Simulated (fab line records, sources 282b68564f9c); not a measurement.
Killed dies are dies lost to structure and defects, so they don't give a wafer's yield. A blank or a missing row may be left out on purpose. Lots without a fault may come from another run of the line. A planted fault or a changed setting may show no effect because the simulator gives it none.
A struck lot beside a sound one | flow rit_cmos | 27 steps out of a route of 202
Sound: wafers L669.1, L669.4, L669.6. Struck: wafers L674.2, L674.4, L674.6. The cause comes at the end.
At each step with rows: each side's tool, then ch and its chambers, then its first start. Under that, the readings that differ: sound wafers | struck wafers | difference of the means | sigmas: that difference in standard deviations of wafers without a fault.
alike: readings whose means differ by less than 2 such deviations, and words and numbers that are the same on both sides. not compared: withheld readings, readings that some wafer has no value for, bounds like >300 that may hide the same value, and numbers for which the record gives no deviation and whose values overlap.
The two part at a step that has a row with sigmas, a row that says differs or no value, or rows on one side only. Numbers that don't overlap but have no deviation are shown without sigmas and don't part them. A reading that every wafer of one side lacks parts them only if that side has two wafers or more.

RIT_ACTIVE_BOW_MEAS_00:
  sound on film_metro-03, day 1 15:00; struck on film_metro-02, day 2 16:01
  alike: INCOMING_BOW
then, 1 step without rows for these wafers: RIT_ACTIVE_OXIDATION_01 (target thk 46.8 nm, ox time 3360 s).
RIT_ACTIVE_THK_MEAS_02:
  sound on film_metro-03, day 1 17:03; struck on film_metro-03, day 2 18:22
  alike: ACTIVE_OXIDE_THK
RIT_ACTIVE_CVD_03: deposits Si3N4 from SiH2Cl2/NH3, target thk 150 nm, time 1500 s.
  sound on lpcvd-02 ch 0, day 1 17:07; struck on lpcvd-01 ch 1, day 2 18:25
  reading                                  | sound             | struck            | difference | sigmas
  model.Si3N4_of_ACTIVE_CVD_03.thk_nm (nm) | 151.5 150.6 150.8 | 125.4 125.7 126.4 | -25.1      |
  alike: spike_tc_source_C, zone_power_source_pct
RIT_ACTIVE_THK_MEAS_04:
  sound on film_metro-03, day 1 18:32; struck on film_metro-01, day 2 19:51
  reading                 | sound             | struck            | difference | sigmas
  ACTIVE_NITRIDE_THK (nm) | 151.4 150.5 150.8 | 125.3 125.8 126.4 | -25.1      | -16
then, 6 steps without rows for these wafers: RIT_ACTIVE_HMDS_05 (prime time 60 s); RIT_ACTIVE_COAT_06 (resist thk 1000 nm); RIT_ACTIVE_SOFTBAKE_07 (time 60 s); RIT_ACTIVE_EXPOSE_08 (exposes mask M1, target cd 1400 nm); RIT_ACTIVE_PEB_09; RIT_ACTIVE_DEVELOP_10 (develop time 51.44 s).
RIT_ACTIVE_CD_MEAS_11: target cd 1400 nm.
  sound on cd_sem-01, day 1 19:34; struck on cd_sem-01, day 2 20:49
  alike: cd_nm
then, 1 step without rows for these wafers: RIT_ACTIVE_HARDBAKE_12 (time 60 s).
RIT_ACTIVE_ETCH_13: etches Si3N4 in SF6, stops on SiO2, time 210 s, target depth 210 nm.
  sound on rie_diel-04 ch 1,3, day 1 19:50; struck on rie_diel-02 ch 0,1, day 2 21:04
  reading                            | sound             | struck            | difference | sigmas
  oes_product_au (a.u.)              | 0.848 0.818 0.831 | 0.751 0.749 0.758 | -0.080     | -6
  model.ACTIVE.feature_depth_nm (nm) | 152.8 150.6 152.1 | 125.7 126.9 127.5 | -25.1      |
  model.etch.depth_nm (nm)           | 151.5 150.6 150.8 | 125.4 125.7 126.4 | -25.1      |
  alike: drypump_motor_current_A, throttle_valve_pct
  not compared: rf_hours_counter_h
RIT_ACTIVE_STRIP_14: strips in O2, time 180 s.
  sound on plasma_asher-04 ch 0,1, day 1 19:58; struck on plasma_asher-01 ch 0,1, day 2 21:12
  alike: drypump_motor_current_A
  not compared: rf_hours_counter_h
RIT_ACTIVE_CD_MEAS_90: target cd 1400 nm.
  sound on cd_sem-01, day 1 20:08; struck on cd_sem-02, day 2 21:23
  alike: cd_nm
then, 4 steps without rows for these wafers: RIT_ACTIVE_CLEAN_15 (cleans in SC1, time 600 s); RIT_ACTIVE_CLEAN_16 (cleans in dHF, time 30 s); RIT_ACTIVE_CLEAN_17 (cleans in SC2, time 600 s); RIT_FOX1_OXIDATION_00 (target thk 350.7 nm, ox time 1130 s).
RIT_FOX1_THK_MEAS_01:
  sound on film_metro-01, day 1 23:02; struck on film_metro-04, day 2 23:57
  alike: FOX1_OXIDE_THK
then, 2 steps without rows for these wafers: RIT_FOX1_WET_ETCH_02 (etches SiO2 in BOE, target depth 350 nm, time 390 s); RIT_FOX2_OXIDATION_00 (target thk 350.7 nm, ox time 1130 s).
RIT_FOX2_THK_MEAS_01:
  sound on film_metro-04, day 2 00:37; struck on film_metro-04, day 3 01:46
  alike: FOX2_OXIDE_THK
RIT_FOX2_CLEAN_02: cleans in dHF, time 171.4 s.
  sound on wet_bench-01 ch 0, day 2 00:40; struck on wet_bench-03 ch 3, day 3 01:49
  reading                                  | sound             | struck            | difference | sigmas
  model.Si3N4_of_ACTIVE_CVD_03.thk_nm (nm) | 132.2 131.4 131.6 | 106.2 106.6 107.3 | -25.0      |
then, 1 step without rows for these wafers: RIT_FOX2_WET_ETCH_03 (etches Si3N4 in H3PO4, target depth 195 nm, time 2700 s).
RIT_M1_PROBE_99:
  sound on prober-01, day 3 20:40; struck on prober-02, day 4 15:35
  reading                             | sound          | struck         | difference | sigmas
  model.etest.pldd.width_nm (nm)      | 3197 3194 3199 | 3146 3142 3142 | -53        |
  model.etest.nldd.width_nm (nm)      | 3189 3181 3219 | 3140 3122 3155 | -57        |
  model.etest.nplus_sal.width_nm (nm) | 3482 3467 3495 | 3415 3433 3426 | -57        |
  model.etest.pplus_sal.width_nm (nm) | 3462 3485 3483 | 3422 3412 3441 | -52        |
  alike: killed_at_contacts, killed_at_front_end, killed_dies, killed_on_rim, killed_open, killed_short

WHERE THEY PART
First at RIT_ACTIVE_THK_MEAS_04; last, within this record, at RIT_ACTIVE_ETCH_13. Later steps at which nothing parts them and some readings are alike: RIT_ACTIVE_STRIP_14, RIT_ACTIVE_CD_MEAS_90, RIT_FOX1_THK_MEAS_01, RIT_FOX2_THK_MEAS_01, RIT_M1_PROBE_99.

WHY: what the simulator had put in
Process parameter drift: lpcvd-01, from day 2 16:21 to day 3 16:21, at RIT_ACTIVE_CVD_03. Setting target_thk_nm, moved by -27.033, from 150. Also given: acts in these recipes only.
